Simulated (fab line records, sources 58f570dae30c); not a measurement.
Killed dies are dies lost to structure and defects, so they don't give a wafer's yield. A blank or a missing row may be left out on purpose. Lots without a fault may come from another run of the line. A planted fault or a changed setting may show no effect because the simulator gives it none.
Which tool did it? | flow berkeley_cmos170 | 13 lots, 39 wafers sampled, at 5 steps of a route of 331

WHAT THE GAUGES READ, wafer by wafer
UCB170_SCREENOX_THK_MEAS_02. Usual: SCREENOX_OXIDE_THK 14.4 nm, standard deviation 0.3.
lot  | measured    | on            | SCREENOX_OXIDE_THK (nm) | flag
L835 | day 5 07:19 | film_metro-04 | 14.4 14.4 14.4          |
L836 | day 5 07:19 | film_metro-02 | 14.8 14.9 14.5          |
L838 | day 5 12:01 | film_metro-02 | 14.7 14.7 14.7          |
L837 | day 5 12:03 | film_metro-04 | 14.2 14.4 14.4          |
L843 | day 6 20:26 | film_metro-04 | 14.1 14.3 14.3          |
L844 | day 7 07:05 | film_metro-04 | 13.7 13.9 13.9          |
L845 | day 7 12:58 | film_metro-02 | 14.5 14.4 14.5          |
L847 | day 8 07:58 | film_metro-02 | 14.6 14.6 14.2          |
L849 | day 8 07:58 | film_metro-01 | 14.6 14.9 15.1          |
L852 | day 8 17:58 | film_metro-01 | 14.4 14.4 14.5          |
L851 | day 8 17:59 | film_metro-02 | 14.7 14.8 14.3          |
L850 | day 8 18:01 | film_metro-02 | 14.5 14.4 14.2          |
L853 | day 9 01:13 | film_metro-04 | 14.5 14.5 14.4          |

UCB170_FIELD_THK_MEAS_91. Usual: FIELD_OXIDE_LEFT_2_THK 356 nm, standard deviation 12.
lot  | measured    | on            | FIELD_OXIDE_LEFT_2_THK (nm) | flag
L835 | day 5 14:23 | film_metro-03 | 357 357 345                 |
L836 | day 5 14:31 | film_metro-02 | 346 355 350                 |
L838 | day 5 18:09 | film_metro-03 | 372 373 379                 |
L837 | day 5 18:35 | film_metro-02 | 378 362 366                 |
L843 | day 7 04:58 | film_metro-02 | 348 356 353                 |
L844 | day 7 18:34 | film_metro-02 | 340 352 343                 |
L845 | day 7 21:16 | film_metro-01 | 379 376 369                 |
L847 | day 8 14:06 | film_metro-01 | 356 357 348                 |
L849 | day 8 14:06 | film_metro-02 | 361 357 347                 |
L852 | day 9 04:29 | film_metro-03 | 360 352 356                 |
L851 | day 9 03:57 | film_metro-02 | 360 364 357                 |
L850 | day 9 04:12 | film_metro-02 | 353 365 351                 |
L853 | day 9 08:28 | film_metro-03 | 362 370 363                 |

UCB170_GATE_THK_MEAS_05. Usual: GATE_POLY_THK 213.8 nm, standard deviation 1.9.
lot  | measured    | on            | GATE_POLY_THK (nm) | flag
L835 | day 6 02:23 | film_metro-04 | 213.7 213.8 216.0  |
L836 | day 6 02:19 | film_metro-03 | 215.0 216.4 215.0  |
L838 | day 6 02:19 | film_metro-04 | 213.0 213.1 214.3  |
L837 | day 6 02:23 | film_metro-03 | 217.8 217.2 216.5  |
L843 | day 7 15:23 | film_metro-03 | 213.3 213.4 213.7  |
L844 | day 8 05:01 | film_metro-04 | 213.8 212.5 212.5  |
L845 | day 8 11:32 | film_metro-01 | 213.2 213.6 212.5  |
L847 | day 9 00:58 | film_metro-01 | 214.6 212.3 213.7  |
L849 | day 9 00:58 | film_metro-04 | 215.6 213.7 216.9  |
L852 | day 9 14:55 | film_metro-04 | 214.9 213.1 213.8  |
L851 | day 9 14:55 | film_metro-01 | 212.0 211.4 212.1  |
L850 | day 9 14:55 | film_metro-03 | 212.6 210.6 212.6  |
L853 | day 9 20:55 | film_metro-03 | 218.0 216.1 215.1  |

UCB170_GATE_CD_MEAS_12: target cd 350 nm. Usual: cd_nm 349.8 nm, standard deviation 1.1.
lot  | measured    | on        | cd_nm (nm)        | flag
L835 | day 6 05:05 | cd_sem-01 | 350.1 349.6 351.3 |
L836 | day 6 04:22 | cd_sem-02 | 347.5 349.9 348.9 |
L838 | day 6 04:46 | cd_sem-02 | 349.5 348.7 348.9 |
L837 | day 6 05:00 | cd_sem-02 | 280.5 279.6 280.9 | OFF
L843 | day 7 17:33 | cd_sem-02 | 351.4 349.5 348.5 |
L844 | day 8 05:57 | cd_sem-02 | 348.5 347.8 349.7 |
L845 | day 8 12:28 | cd_sem-02 | 351.2 350.0 349.3 |
L847 | day 9 01:52 | cd_sem-02 | 349.2 351.7 349.3 |
L849 | day 9 01:59 | cd_sem-01 | 349.0 350.5 348.9 |
L852 | day 9 16:04 | cd_sem-02 | 348.5 348.6 348.8 |
L851 | day 9 15:58 | cd_sem-01 | 349.9 349.3 349.7 |
L850 | day 9 16:10 | cd_sem-01 | 350.4 350.5 351.9 |
L853 | day 9 22:02 | cd_sem-01 | 350.1 349.7 348.8 |

WHICH TOOL RAN EACH LOT (tool, then ch and the chambers of the sampled wafers, then the start)
lot  | UCB170_GATE_EXPOSE_09
L835 | krf_scanner-02 ch 0, day 6 03:53
L836 | krf_scanner-01 ch 0, day 6 03:11
L838 | krf_scanner-02 ch 0, day 6 03:38
L837 | krf_scanner-02 ch 0, day 6 03:48
L843 | krf_scanner-01 ch 0, day 7 17:02
L844 | krf_scanner-01 ch 0, day 8 05:33
L845 | krf_scanner-01 ch 0, day 8 12:04
L847 | krf_scanner-02 ch 0, day 9 01:29
L849 | krf_scanner-02 ch 0, day 9 01:36
L852 | krf_scanner-02 ch 0, day 9 15:40
L851 | krf_scanner-02 ch 0, day 9 15:35
L850 | krf_scanner-02 ch 0, day 9 15:46
L853 | krf_scanner-01 ch 0, day 9 21:38
- UCB170_GATE_EXPOSE_09: exposes mask POLY, target cd 350 nm.

WHAT THE TOOLS THEMSELVES READ (means of the sampled wafers that have a number; where no wafer has one, the mark that the record gives instead)
The record holds no such reading with a usual standard deviation.

THE ANSWER, worked out from the rows above alone
Rule: a lot is off if the mean of its wafers that have a number lies more than 3 standard deviations from the usual mean. A lot without any number at a reading at which 4 lots or more have one is off too. The other lots that the step has rows for count as sound. The gauges are gone through in route order, then the tools' own readings, and for those a lot's mean is taken as printed above. The first step at which some lot is off is used, and at that step the reading that is off furthest; a lot without a number counts as furthest.
Off: L837, at UCB170_GATE_CD_MEAS_12 (cd_nm).
A tool fits if, at a process step before that reading, it ran every lot that is off, and no sound lot after the first of them. The gauges at UCB170_GATE_CD_MEAS_12 are tried like those tools. None of those tried fits.

WHAT THE SIMULATOR HAD PUT IN
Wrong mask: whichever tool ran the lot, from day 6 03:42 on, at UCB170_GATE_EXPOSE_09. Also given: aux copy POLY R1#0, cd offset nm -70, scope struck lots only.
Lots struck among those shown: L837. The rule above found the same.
